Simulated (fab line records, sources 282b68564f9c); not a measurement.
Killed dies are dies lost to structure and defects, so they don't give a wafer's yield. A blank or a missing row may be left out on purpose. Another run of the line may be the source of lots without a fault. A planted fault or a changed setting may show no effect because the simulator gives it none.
fab line records	flow rit_cmos
[record] lots = 6	wafers = 18	last_day = 7
route steps=202 shown ACTIVE@2 FOX1@20 FOX2@23 M1@202
lots with no fault: from the same line, run without faults
start_h: the number of hours between the record's first day and the start of the first shown wafer of the lot	wait_h: hours from the lot's prior step to this one	" the same as in the row above	L1.1+2: a single row standing in for several wafers	- no value present, or no start provided	* or withheld: withheld	< > ~ a bound
route shown NAME@n: names a module that has steps shown in the file, with the first one's number in the route	usual: mean/standard deviation taken from wafers without a fault	same: alike in all rows	chamber/n: place in a boat	sites: each site's reading	_std_site: the standard deviation of these	_edge_site: mean of outer sites minus mean of inner sites	radius_mm: for every site, how far away it sits from the centre of the wafer	mask NAME#n: copy n	behind: the tool/chamber that last shaped the wafer	hold: the reason the lot was held/the length of the hold in hours/how it ended	device: the transistor (n, p or np) that didn't switch	end of line: the route-end tests of the same wafers	where a step has no rows: the recipe by itself	killed: at the first sort, the dies lost to defects and structure; wafer yield is something else	map: dies across one wafer; x = killed, . = not, _ = none there
set.NAME: setting as actually run; set.NAME@STEP: the setting as run at that earlier step	model.NAME: the simulator's own value behind a step, which no gauge read
a table for each step, a row for each wafer; lots at some steps of the route
services: a tool's chamber out of use, with start hour (start_h, from the record's first day; less than 0 if before it), hours out, and reason
[[steps]]
[step RIT_ACTIVE_OXIDATION_01]
[recipe] temp_c = 1000	ambient = O2	target_thk_a = 468	ox_time_s = 3360
[step RIT_ACTIVE_THK_MEAS_02]
[recipe] reads = SiO2_of_ACTIVE_OXIDATION_01
[usual] ACTIVE_OXIDE_THK = 46.9/0.71
lot.wafer	tool	chamber	start_h	wait_h	ACTIVE_OXIDE_THK[nm]
L966.1	film_metro-02	-	37.05	0.0	46.6
L966.2	"	-	"	"	46.4
L966.5	"	-	"	"	46.4
L968.1	film_metro-02	-	47.05	0.0	45.7
L968.2	"	-	"	"	46.0
L968.6	"	-	"	"	46.4
L977.1	film_metro-02	-	92.05	0.0	47.4
L977.3	"	-	"	"	48.0
L977.5	"	-	"	"	47.4
L982.1	film_metro-03	-	117.05	0.0	46.9
L982.3	"	-	"	"	47.4
L982.4	"	-	"	"	46.6
L983.3	film_metro-03	-	122.07	0.0	47.6
L983.4	"	-	"	"	47.0
L983.5	"	-	"	"	46.7
L984.1	film_metro-01	-	127.63	0.0	47.7
L984.5	"	-	"	"	48.1
L984.6	"	-	"	"	47.4
[step RIT_ACTIVE_CVD_03]
[recipe] material = Si3N4	target_thk_nm = 150	temp_c = 810	precursor = SiH2Cl2/NH3	time_s = 1500	pressure_mtorr = 300	sih2cl2_flow_sccm = 60	nh3_flow_sccm = 150
[step RIT_ACTIVE_THK_MEAS_04]
[recipe] reads = Si3N4_of_ACTIVE_CVD_03
[usual] ACTIVE_NITRIDE_THK = 149.6/1.4
lot.wafer	tool	chamber	start_h	wait_h	ACTIVE_NITRIDE_THK[nm]
L966.1	film_metro-01	-	38.53	0.0	149.8
L966.2	"	-	"	"	149.8
L966.5	"	-	"	"	150.5
L968.1	film_metro-01	-	48.53	0.0	150.7
L968.2	"	-	"	"	150.7
L968.6	"	-	"	"	150.7
L977.1	film_metro-03	-	93.53	0.0	152.0
L977.3	"	-	"	"	151.7
L977.5	"	-	"	"	151.9
L982.1	film_metro-03	-	118.53	0.0	147.5
L982.3	"	-	"	"	147.7
L982.4	"	-	"	"	148.6
L983.3	film_metro-02	-	123.55	0.0	151.2
L983.4	"	-	"	"	150.2
L983.5	"	-	"	"	150.3
L984.1	film_metro-03	-	129.10	0.0	149.9
L984.5	"	-	"	"	151.5
L984.6	"	-	"	"	151.2
[step RIT_ACTIVE_HMDS_05]
[recipe] prime_time_s = 60	prime_temp_c = 140
[step RIT_ACTIVE_COAT_06]
[recipe] resist = NOVOLAK	spin_rpm = 3250	resist_thk_nm = 980.1
[step RIT_ACTIVE_SOFTBAKE_07]
[recipe] resist = NOVOLAK	temp_c = 90	time_s = 60
[step RIT_ACTIVE_EXPOSE_08]
[recipe] mask_id = M1	na = 0.6	source_shape = conventional	sigma_outer = 0.6	target_cd_nm = 1400	dose_mj = 225
[step RIT_ACTIVE_PEB_09]
[recipe] resist = NOVOLAK	temp_c = withheld	time_s = withheld
[step RIT_ACTIVE_DEVELOP_10]
[recipe] resist = NOVOLAK	develop_time_s = 50	dev_temp_c = 24.07
[step RIT_ACTIVE_CD_MEAS_11]
[recipe] target_cd_nm = 1400
[usual] cd_nm = 1400.4/1.9
lot.wafer	tool	chamber	start_h	wait_h	cd_nm
L966.1	cd_sem-01	-	39.44	-	1401.2
L966.2	"	-	"	"	1401.4
L966.5	"	-	"	"	1402.1
L968.1	cd_sem-02	-	49.62	-	1402.0
L968.2	"	-	"	"	1401.0
L968.6	"	-	"	"	1401.1
L977.1	cd_sem-02	-	94.56	-	1396.4
L977.3	"	-	"	"	1398.6
L977.5	"	-	"	"	1396.8
L982.1	cd_sem-01	-	119.59	-	1400.1
L982.3	"	-	"	"	1402.6
L982.4	"	-	"	"	1398.2
L983.3	cd_sem-01	-	124.60	-	1402.3
L983.4	"	-	"	"	1399.6
L983.5	"	-	"	"	1402.8
L984.1	cd_sem-02	-	130.01	-	1400.4
L984.5	"	-	"	"	1398.7
L984.6	"	-	"	"	1400.1
[step RIT_ACTIVE_HARDBAKE_12]
[recipe] resist = NOVOLAK	temp_c = 140	time_s = 60
[step RIT_ACTIVE_ETCH_13]
[recipe] stop_on = SiO2	chemistry = SF6	target = Si3N4	time_s = 210	over_etch_frac = 0.4	SF6_flow_sccm = 200	pressure_mtorr = 260	rf_w = 125	target_depth_a = 2100
[usual] drypump_motor_current_A = 5.6/0.35	oes_product_au = 0.823/0.011	rf_fwd_power_W = 124.5/0.37	run_length_s = 238.4/0.37	throttle_valve_pct = 7.52/0.12
lot.wafer	tool	chamber	start_h	wait_h	drypump_motor_current_A	oes_product_au	rf_fwd_power_W	rf_hours_counter_h	run_length_s	throttle_valve_pct	model.NOVOLAK_of_ACTIVE_COAT_06.thk_nm	model.ACTIVE.feature_depth_nm	model.SiO2_of_ACTIVE_OXIDATION_01.thk_nm
L966.1	rie_diel-02	1	39.71	0.1	5.9	0.816	124.8	96	238.6	7.55	644.4	149.9	46.66
L966.2	"	2	"	"	5.9	0.838	124.3	137	238.2	7.37	645	149.9	46.38
L966.5	"	2	"	"	5.9	0.837	124.4	-	238.4	7.39	643	150.6	46.4
L968.1	rie_diel-04	2	49.89	0.1	5.6	0.822	124.6	4	238.1	7.48	630.9	150.6	45.72
L968.2	"	0	"	"	5.9	0.826	125.0	71	238.0	7.30	630.8	150.8	45.96
L968.6	"	3	"	"	5.4	0.850	124.5	-	238.4	7.58	626.3	151.2	45.98
L977.1	rie_diel-02	1	94.83	0.1	5.9	0.785	124.8	97	258.0	7.56	617.6	157.8	41.6
L977.3	"	2	"	"	5.9	0.801	124.0	138	257.3	7.40	621.1	157.1	42.54
L977.5	"	0	"	"	5.6	0.788	124.9	-	257.9	7.68	615	157.8	41.55
L982.1	rie_diel-02	3	119.86	0.1	6.3	0.789	125.5	40	257.6	7.63	607.1	155.2	39.01
L982.3	"	1	"	"	5.9	0.773	124.8	98	257.4	7.53	614	153.5	41.61
L982.4	"	2	"	"	5.9	0.793	123.7	138	256.8	7.36	617.2	154	41.31
L983.3	rie_diel-01	2	124.83	0.1	5.0	0.822	124.6	115	238.3	7.57	629.6	152.7	46.05
L983.4	"	3	"	"	5.7	0.824	124.2	3	238.5	7.66	631	150.1	46.99
L983.5	"	3	"	"	5.7	0.828	124.7	-	238.3	7.66	631.5	150.4	46.75
L984.1	rie_diel-04	3	130.28	0.1	5.4	0.842	124.9	94	238.6	7.57	636.3	150.3	47.26
L984.5	"	3	"	"	5.4	0.845	124.1	-	238.8	7.59	635.5	151.8	47.65
L984.6	"	2	"	"	5.7	0.821	124.2	-	237.9	7.51	637.9	151.2	47.42
[step RIT_ACTIVE_STRIP_14]
[recipe] chemistry = O2	time_s = 180	resist = NOVOLAK	platen_temp_c = withheld	power_w = 500	pressure_mtorr = 4000	o2_flow_sccm = 4000
[usual] drypump_motor_current_A = 5.32/0.24
lot.wafer	tool	chamber	start_h	wait_h	drypump_motor_current_A	rf_hours_counter_h
L966.1	plasma_asher-04	0	39.84	0.1	5.41	24
L966.2	"	1	"	"	5.30	24
L966.5	"	1	"	"	5.30	-
L968.1	plasma_asher-04	1	50.03	0.1	5.27	26
L968.2	"	0	"	"	5.40	26
L968.6	"	0	"	"	5.39	-
L977.1	plasma_asher-02	1	94.97	0.1	5.68	48
L977.3	"	1	"	"	5.65	-
L977.5	"	1	"	"	5.64	-
L982.1	plasma_asher-02	1	119.99	0.1	5.61	50
L982.3	"	1	"	"	5.62	-
L982.4	"	0	"	"	4.99	-
L983.3	plasma_asher-02	0	125.03	0.1	4.99	-
L983.4	"	1	"	"	5.62	-
L983.5	"	0	"	"	4.99	-
L984.1	plasma_asher-02	1	130.42	0.1	5.64	51
L984.5	"	0	"	"	5.00	-
L984.6	"	1	"	"	5.65	-
[step RIT_ACTIVE_CD_MEAS_90]
[recipe] target_cd_nm = 1400
[usual] cd_nm = 1400.5/1.9
lot.wafer	tool	chamber	start_h	wait_h	cd_nm
L966.1	cd_sem-01	-	40.02	0.1	1401.2
L966.2	"	-	"	"	1401.7
L966.5	"	-	"	"	1402.0
L968.1	cd_sem-01	-	50.20	0.1	1402.0
L968.2	"	-	"	"	1400.7
L968.6	"	-	"	"	1401.3
L977.1	cd_sem-02	-	95.14	0.1	1396.8
L977.3	"	-	"	"	1398.3
L977.5	"	-	"	"	1396.5
L982.1	cd_sem-02	-	120.17	0.1	1400.0
L982.3	"	-	"	"	1402.1
L982.4	"	-	"	"	1398.1
L983.3	cd_sem-01	-	125.18	0.1	1401.4
L983.4	"	-	"	"	1399.8
L983.5	"	-	"	"	1402.6
L984.1	cd_sem-02	-	130.59	0.1	1400.7
L984.5	"	-	"	"	1399.0
L984.6	"	-	"	"	1400.0
[step RIT_ACTIVE_CLEAN_15]
[recipe] chemistry = SC1	mix = 3:3:50	time_s = 600	temp_c = 75
[step RIT_ACTIVE_CLEAN_16]
[recipe] chemistry = dHF	dilution = 50:1	time_s = 30
[step RIT_ACTIVE_CLEAN_17]
[recipe] chemistry = SC2	mix = 3:3:50	time_s = 600	temp_c = 75	dry = n2_spin
[step RIT_FOX1_OXIDATION_00]
[recipe] temp_c = 1100	ambient = H2O	target_thk_a = 3507	p_h2o_torr = 720	ox_time_s = 1130
[step RIT_FOX1_THK_MEAS_01]
[recipe] reads = SiO2_of_FOX1_OXIDATION_00
[usual] FOX1_OXIDE_THK = 356/6.1
lot.wafer	tool	chamber	start_h	wait_h	FOX1_OXIDE_THK[nm]
L966.1	film_metro-04	-	41.82	0.0	360
L966.2	"	-	"	"	361
L966.5	"	-	"	"	363
L968.1	film_metro-03	-	52.37	0.0	353
L968.2	"	-	"	"	361
L968.6	"	-	"	"	355
L977.1	film_metro-01	-	96.96	0.0	358
L977.3	"	-	"	"	357
L977.5	"	-	"	"	360
L982.1	film_metro-04	-	123.37	0.0	352
L982.3	"	-	"	"	361
L982.4	"	-	"	"	358
L983.3	film_metro-03	-	127.25	0.0	356
L983.4	"	-	"	"	356
L983.5	"	-	"	"	352
L984.1	film_metro-01	-	134.16	0.0	355
L984.5	"	-	"	"	350
L984.6	"	-	"	"	364
[step RIT_FOX1_WET_ETCH_02]
[recipe] chemistry = BOE	target_depth_nm = 350	time_s = 390	temp_c = 21.5	dry = n2_spin	dilution = 10:1	target = SiO2
[step RIT_FOX2_OXIDATION_00]
[recipe] temp_c = 1100	ambient = H2O	target_thk_a = 3507	p_h2o_torr = 720	ox_time_s = 1130
[step RIT_FOX2_THK_MEAS_01]
[recipe] reads = SiO2_of_FOX2_OXIDATION_00
[usual] FOX2_OXIDE_THK = 352/6.4
lot.wafer	tool	chamber	start_h	wait_h	FOX2_OXIDE_THK[nm]
L966.1	film_metro-02	-	43.37	0.0	346
L966.2	"	-	"	"	346
L966.5	"	-	"	"	343
L968.1	film_metro-02	-	53.86	0.0	349
L968.2	"	-	"	"	347
L968.6	"	-	"	"	356
L977.1	film_metro-02	-	98.46	0.0	367
L977.3	"	-	"	"	357
L977.5	"	-	"	"	356
L982.1	film_metro-01	-	125.40	0.0	351
L982.3	"	-	"	"	357
L982.4	"	-	"	"	353
L983.3	film_metro-01	-	130.06	0.0	352
L983.4	"	-	"	"	352
L983.5	"	-	"	"	357
L984.1	film_metro-01	-	135.65	0.0	349
L984.5	"	-	"	"	346
L984.6	"	-	"	"	349
[step RIT_FOX2_CLEAN_02]
[recipe] chemistry = dHF	dilution = 50:1	time_s = 180
[step RIT_FOX2_WET_ETCH_03]
[recipe] chemistry = H3PO4	target = Si3N4	target_depth_nm = 195	temp_c = 165	time_s = 2700
[usual] run_length_s = 2728/3.7	temp_c = 165.02/0.17
lot.wafer	tool	chamber	start_h	wait_h	run_length_s	temp_c	model.SiO2_of_ACTIVE_OXIDATION_01.thk_nm
L966.1	wet_bench-03	0	43.49	0.0	2725	165.20	41.52
L966.2	"	0	"	"	2725	165.08	41.26
L966.5	"	0	"	"	2725	164.97	41.27
L968.1	wet_bench-02	3	53.98	0.0	2733	164.96	40.7
L968.2	"	3	"	"	2733	164.94	40.88
L968.6	"	3	"	"	2733	164.75	40.92
L977.1	wet_bench-03	3	98.59	0.0	2725	165.11	37
L977.3	"	3	"	"	2725	164.98	37.8
L977.5	"	3	"	"	2725	164.93	36.93
L982.1	wet_bench-02	2	125.51	0.0	2726	164.82	34.66
L982.3	"	2	"	"	2726	164.98	36.97
L982.4	"	2	"	"	2726	165.25	36.72
L983.3	wet_bench-02	0	130.16	0.0	2727	165.26	40.94
L983.4	"	0	"	"	2727	164.98	41.77
L983.5	"	0	"	"	2727	165.16	41.57
L984.1	wet_bench-03	1	135.78	0.0	2734	165.12	41.9
L984.5	"	1	"	"	2734	164.76	42.23
L984.6	"	1	"	"	2734	165.02	42.06
[step RIT_FOX2_THK_MEAS_90]
[recipe] reads = SiO2_of_FOX2_OXIDATION_00
[usual] FIELD_OXIDE_LEFT_1_THK = 325/6.4
lot.wafer	tool	chamber	start_h	wait_h	FIELD_OXIDE_LEFT_1_THK[nm]
L966.1	film_metro-01	-	44.24	0.0	319
L966.2	"	-	"	"	318
L966.5	"	-	"	"	316
L968.1	film_metro-02	-	54.88	0.0	322
L968.2	"	-	"	"	320
L968.6	"	-	"	"	329
L977.1	film_metro-01	-	99.34	0.0	340
L977.3	"	-	"	"	331
L977.5	"	-	"	"	329
L982.1	film_metro-04	-	126.27	0.0	323
L982.3	"	-	"	"	329
L982.4	"	-	"	"	325
L983.3	film_metro-01	-	130.94	0.0	325
L983.4	"	-	"	"	324
L983.5	"	-	"	"	330
L984.1	film_metro-01	-	136.68	0.0	321
L984.5	"	-	"	"	318
L984.6	"	-	"	"	321
[step RIT_M1_PROBE_99]
[usual] killed_at_M0_to_M3 = 0.0/0.16	killed_at_contacts = 0.1/0.25	killed_at_front_end = 7/3.1	killed_dies = 7/3.1	killed_on_rim = 1.9/1.4	killed_open = 3.6/2	killed_short = 3.5/2
[same] gross_dies = 264	killed_at_M4_up = 0	killed_at_back_side = 0	killed_at_other = 0
lot.wafer	tool	chamber	start_h	wait_h	killed_at_M0_to_M3	killed_at_contacts	killed_at_front_end	killed_dies	killed_on_rim	killed_open	killed_short
L966.1	prober-01	-	83.44	0.1	0	0	10	10	2	6	4
L966.2	prober-01	-	83.49	0.1	0	0	11	11	4	8	3
L966.5	prober-01	-	83.64	0.2	0	0	7	7	1	4	3
L968.1	prober-01	-	92.55	0.1	0	1	4	5	0	3	2
L968.2	prober-01	-	92.60	0.1	0	0	6	6	2	4	2
L968.6	prober-01	-	92.80	0.2	0	1	9	10	2	4	6
L977.1	prober-02	-	139.66	0.1	0	0	10	10	2	6	4
L977.3	prober-02	-	139.76	0.2	1	0	13	14	3	4	10
L977.5	prober-02	-	139.86	0.2	0	0	4	4	0	0	4
L982.1	prober-01	-	165.70	0.1	0	0	13	13	2	5	8
L982.3	prober-01	-	165.80	0.2	0	0	10	10	2	7	3
L982.4	prober-01	-	165.85	0.2	0	0	7	7	1	0	7
L983.3	prober-02	-	168.27	0.2	0	0	5	5	1	4	1
L983.4	prober-02	-	168.32	0.2	0	0	3	3	1	0	3
L983.5	prober-02	-	168.37	0.2	0	0	7	7	2	3	4
L984.1	prober-01	-	174.33	0.1	0	0	5	5	2	3	2
L984.5	prober-01	-	174.53	0.2	0	0	4	4	0	1	3
L984.6	prober-01	-	174.58	0.2	0	1	12	13	3	9	4
// killed by level:class
L966.1 FOX1:geometric_particle:short=2 GATE:geometric_particle:open=2 FOX1:geometric_particle:open=1 FOX2:geometric_particle:open=1 GATE:geometric_particle:short=1 REOX:geometric_particle:open=1 REOX:geometric_particle:short=1 SILICIDE:geometric_particle:open=1
L966.2 REOX:geometric_particle:open=3 GATE:geometric_particle:open=2 FOX1:geometric_particle:open=1 FOX2:geometric_particle:open=1 REOX:geometric_particle:short=1 SPACER:geometric_particle:short=1 SILICIDE:geometric_particle:short=1 SILICIDE:geometric_particle:open=1
L966.5 GATE:geometric_particle:short=2 REOX:geometric_particle:open=2 FOX1:geometric_particle:open=1 SPACER:geometric_particle:short=1 SILICIDE:geometric_particle:open=1
L968.1 FOX1:geometric_particle:open=1 FOX2:geometric_particle:short=1 GATE:geometric_particle:open=1 REOX:geometric_particle:open=1 CONTACT:geometric_particle:short=1
L968.2 FOX2:geometric_particle:open=2 SPACER:geometric_particle:open=2 SPACER:geometric_particle:short=1 SILICIDE:geometric_particle:short=1
L968.6 GATE:geometric_particle:short=2 SPACER:geometric_particle:short=2 FOX2:geometric_particle:open=1 FOX2:geometric_particle:short=1 GATE:geometric_particle:open=1 REOX:geometric_particle:open=1 SPACER:geometric_particle:open=1 CONTACT:geometric_particle:short=1
L977.1 GATE:geometric_particle:short=3 GATE:geometric_particle:open=2 SPACER:geometric_particle:open=2 FOX1:geometric_particle:open=1 FOX2:geometric_particle:open=1 SILICIDE:geometric_particle:short=1
L977.3 SILICIDE:geometric_particle:short=3 FOX1:geometric_particle:short=2 GATE:geometric_particle:short=2 REOX:geometric_particle:short=2 SPACER:geometric_particle:open=2 GATE:geometric_particle:open=1 REOX:geometric_particle:open=1 M1:geometric_particle:short=1
L977.5 GATE:geometric_particle:short=2 REOX:geometric_particle:short=1 SILICIDE:geometric_particle:short=1
L982.1 GATE:geometric_particle:open=4 FOX2:geometric_particle:short=3 FOX1:geometric_particle:short=1 GATE:geometric_particle:short=1 REOX:geometric_particle:short=1 SPACER:geometric_particle:open=1 SPACER:geometric_particle:short=1 SILICIDE:geometric_particle:short=1
L982.3 FOX2:geometric_particle:open=3 GATE:geometric_particle:open=2 SPACER:geometric_particle:short=2 SILICIDE:geometric_particle:open=2 GATE:geometric_particle:short=1
L982.4 SILICIDE:geometric_particle:short=4 FOX1:geometric_particle:short=1 REOX:geometric_particle:short=1 SPACER:geometric_particle:short=1
L983.3 GATE:geometric_particle:open=2 REOX:geometric_particle:open=1 SILICIDE:geometric_particle:open=1 SILICIDE:geometric_particle:short=1
L983.4 GATE:geometric_particle:short=2 SILICIDE:geometric_particle:short=1
L983.5 GATE:geometric_particle:open=2 SILICIDE:geometric_particle:short=2 GATE:geometric_particle:short=1 SPACER:geometric_particle:short=1 SILICIDE:geometric_particle:open=1
L984.1 FOX1:geometric_particle:short=2 GATE:geometric_particle:open=1 SPACER:geometric_particle:open=1 SILICIDE:geometric_particle:open=1
L984.5 GATE:geometric_particle:short=3 SPACER:geometric_particle:open=1
L984.6 GATE:geometric_particle:open=6 FOX1:geometric_particle:open=1 FOX2:geometric_particle:open=1 FOX2:geometric_particle:short=1 GATE:geometric_particle:short=1 SPACER:geometric_particle:short=1 SILICIDE:geometric_particle:short=1 CONTACT:geometric_particle:open=1
[[services]]
tool	chamber	start_h	hours	kind
rie_diel-02	-	16.57	0.2	repair
rie_diel-02	0	29.21	22.4	repair
plasma_asher-04	-	30.46	1.8	repair
rie_diel-04	2	39.99	5.4	repair
rie_diel-04	2	52.61	22.1	repair
wet_bench-03	-	52.86	0.9	repair
rie_diel-02	3	54.94	3.4	repair
rie_diel-04	0	58.21	4.0	repair
plasma_asher-04	-	59.66	0.8	repair
rie_diel-01	1	74.32	3.9	repair
rie_diel-02	-	74.91	2.8	pm
plasma_asher-02	-	105.46	2.7	repair
rie_diel-04	0	110.72	3.3	repair
rie_diel-01	-	115.18	2.8	pm
rie_diel-02	0	121.05	3.6	repair
[[key]]
[first_sign] step = RIT_ACTIVE_ETCH_13	reading = run_length_s	direction = up	sigmas = 52	usual = *	struck = *
[effect] step = RIT_ACTIVE_ETCH_13	reading = oes_product_au	direction = down	sigmas = 3.2	usual = 0.823	struck = 0.788
[model_effect] step = RIT_ACTIVE_ETCH_13	value = NOVOLAK_of_ACTIVE_COAT_06.thk_nm	without = 635.6	struck = 615.3
[model_effect] step = RIT_FOX2_WET_ETCH_03	value = SiO2_of_ACTIVE_OXIDATION_01.thk_nm	without = 41.81	struck = 36.68
met_at RIT_ACTIVE_ETCH_13
struck_wafers L977.1,L977.3,L977.5,L982.1,L982.3,L982.4
tester_left_out L977,L982
onset_between 39.71 94.83
[fault] kind = process_parameter_drift	tool = rie_diel-02	chamber = -	onset_h = 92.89	steps = RIT_ACTIVE_ETCH_13	channel = time_s	offset = *	shape = step	end_h = 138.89	acts_in = *	stated = *
// tester_left_out: of these lots the tester's yield and bins aren't shown, on N5 and GAA mostly nor the transistor test; their killed dies are dies lost to structure and defects alone, not to doping, threshold or leakage, so they don't give the yield
